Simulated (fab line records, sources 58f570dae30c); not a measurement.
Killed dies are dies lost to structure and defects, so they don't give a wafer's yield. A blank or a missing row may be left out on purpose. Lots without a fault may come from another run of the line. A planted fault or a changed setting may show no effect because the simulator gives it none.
Which tool did it? | flow berkeley_cmos170 | 14 lots, 42 wafers sampled, at 4 steps of a route of 331

WHAT THE GAUGES READ, wafer by wafer
UCB170_CONTACT_OVL_MEAS_16.
lot  | measured     | on         | CONTACT_OVL (nm)
L476 | day 6 17:04  | overlay-02 | -1 -2 8
L477 | day 6 16:42  | overlay-01 | -3 -17 -10
L480 | day 7 08:45  | overlay-02 | -2 -4 0
L478 | day 7 09:27  | overlay-01 | -8 -13 -12
L479 | day 7 09:14  | overlay-02 | 4 15 4
L481 | day 8 01:47  | overlay-01 | 6 2 -5
L482 | day 8 08:10  | overlay-01 | -8 -16 -7
L485 | day 9 03:41  | overlay-01 | -3 -5 -4
L490 | day 9 20:08  | overlay-01 | -4 -7 -8
L489 | day 9 22:27  | overlay-02 | 10 18 18
L496 | day 11 10:46 | overlay-02 | 2 1 2
L499 | day 11 15:01 | overlay-02 | 1 -1 10
L497 | day 11 14:40 | overlay-02 | 11 6 14
L498 | day 11 16:57 | overlay-02 | 1 2 1

UCB170_V2_BOW_MEAS_03.
lot  | measured     | on            | V2_BOW (um)
L476 | day 7 09:38  | film_metro-01 | 28 33 33
L477 | day 7 09:19  | film_metro-04 | 30 44 37
L480 | day 7 23:19  | film_metro-04 | 47 42 35
L478 | day 7 23:40  | film_metro-04 | 34 29 34
L479 | day 7 23:58  | film_metro-02 | 47 44 41
L481 | day 8 18:01  | film_metro-04 | 45 29 36
L482 | day 8 18:19  | film_metro-01 | 29 30 38
L485 | day 9 17:10  | film_metro-04 | 42 32 37
L490 | day 10 09:34 | film_metro-01 | 36 35 38
L489 | day 10 12:29 | film_metro-04 | 41 49 48
L496 | day 11 22:47 | film_metro-04 | 37 35 37
L499 | day 12 06:22 | film_metro-01 | 46 42 37
L497 | day 12 06:05 | film_metro-01 | 43 34 32
L498 | day 12 06:31 | film_metro-02 | 36 45 43

WHICH TOOL RAN EACH LOT (tool, then ch and the chambers of the sampled wafers, then the start)
lot  | UCB170_NLDD_DEVELOP_05            | UCB170_M2_PEB_13
L476 | litho_track-01 ch 0, day 5 21:00  | litho_track-04 ch 0, day 7 08:15
L477 | litho_track-01 ch 0, day 5 22:00  | litho_track-02 ch 0, day 7 07:55
L480 | litho_track-02 ch 0, day 6 16:00  | litho_track-02 ch 0, day 7 21:49
L478 | litho_track-01 ch 0, day 6 16:00  | litho_track-02 ch 0, day 7 22:04
L479 | litho_track-03 ch 0, day 6 16:00  | litho_track-04 ch 0, day 7 22:16
L481 | litho_track-01 ch 0, day 7 07:00  | litho_track-01 ch 0, day 8 16:37
L482 | litho_track-03 ch 0, day 7 15:00  | litho_track-01 ch 0, day 8 16:53
L485 | litho_track-01 ch 0, day 8 05:00  | litho_track-04 ch 0, day 9 15:28
L490 | litho_track-01, day 9 02:00       | litho_track-02 ch 0, day 10 08:10
L489 | litho_track-01, day 9 03:00       | litho_track-02 ch 0, day 10 11:00
L496 | litho_track-01 ch 0, day 10 17:00 | litho_track-01 ch 0, day 11 21:23
L499 | litho_track-03 ch 0, day 11 01:00 | litho_track-04 ch 0, day 12 04:56
L497 | litho_track-03 ch 0, day 11 02:00 | litho_track-04 ch 0, day 12 04:41
L498 | litho_track-02 ch 0, day 11 02:00 | litho_track-01 ch 0, day 12 05:07
- UCB170_NLDD_DEVELOP_05: develop time 45 s.
- UCB170_M2_PEB_13

WHAT THE TOOLS THEMSELVES READ (means of the sampled wafers that have a number; where no wafer has one, the mark that the record gives instead)
UCB170_NLDD_DEVELOP_05.
lot  | tool           | chill_plate_temp_C (C)
L476 | litho_track-01 | 22.87
L477 | litho_track-01 | 22.99
L480 | litho_track-02 | 22.91
L478 | litho_track-01 | 22.87
L479 | litho_track-03 | 23.04
L481 | litho_track-01 | 23.05
L482 | litho_track-03 | 23.06
L485 | litho_track-01 | 23.09
L490 | litho_track-01 | -
L489 | litho_track-01 | -
L496 | litho_track-01 | 22.97
L499 | litho_track-03 | 22.95
L497 | litho_track-03 | 23.00
L498 | litho_track-02 | 22.82

UCB170_M2_PEB_13.
lot  | tool           | plate_sensor_t_centre_C (C) | plate_sensor_t_edge_C (C)
L476 | litho_track-04 | 131.40                      | 131.54
L477 | litho_track-02 | 131.42                      | 131.53
L480 | litho_track-02 | 131.41                      | 131.53
L478 | litho_track-02 | 131.41                      | 131.53
L479 | litho_track-04 | 131.40                      | 131.53
L481 | litho_track-01 | 131.40                      | 131.54
L482 | litho_track-01 | 131.41                      | 131.53
L485 | litho_track-04 | 131.41                      | 131.53
L490 | litho_track-02 | 131.42                      | 131.53
L489 | litho_track-02 | 131.41                      | 131.52
L496 | litho_track-01 | 131.41                      | 131.53
L499 | litho_track-04 | 131.41                      | 131.53
L497 | litho_track-04 | 131.41                      | 131.53
L498 | litho_track-01 | 131.41                      | 131.52

THE ANSWER, worked out from the rows above alone
Rule: what is usual is taken from the lots themselves. Put in order of their means at a reading, lots are off if they are a third of the lots or fewer, leave a main group of 4 or more, and stand apart from it by a gap of 3 or more times the standard deviation of the main group's means; of several such gaps the widest counts. A main group whose means are all the same, to the digits that the tables above print for the reading, isn't used. A lot without any number at a reading at which 4 lots or more have one is off too. The other lots that the step has rows for count as sound. The gauges are gone through in route order, then the tools' own readings, and for those a lot's mean is taken as printed above. The first step at which some lot is off is used, and at that step the reading that is off furthest; a lot without a number counts as furthest.
Off: L490, L489, at UCB170_NLDD_DEVELOP_05 (chill_plate_temp_C). Without a number there: L490, L489. The main group: mean 22.97 C, standard deviation 0.082.
A tool fits if, at that step or a process step before it, it ran every lot that is off, and no sound lot after the first of them. None of those tried fits.

WHAT THE SIMULATOR HAD PUT IN
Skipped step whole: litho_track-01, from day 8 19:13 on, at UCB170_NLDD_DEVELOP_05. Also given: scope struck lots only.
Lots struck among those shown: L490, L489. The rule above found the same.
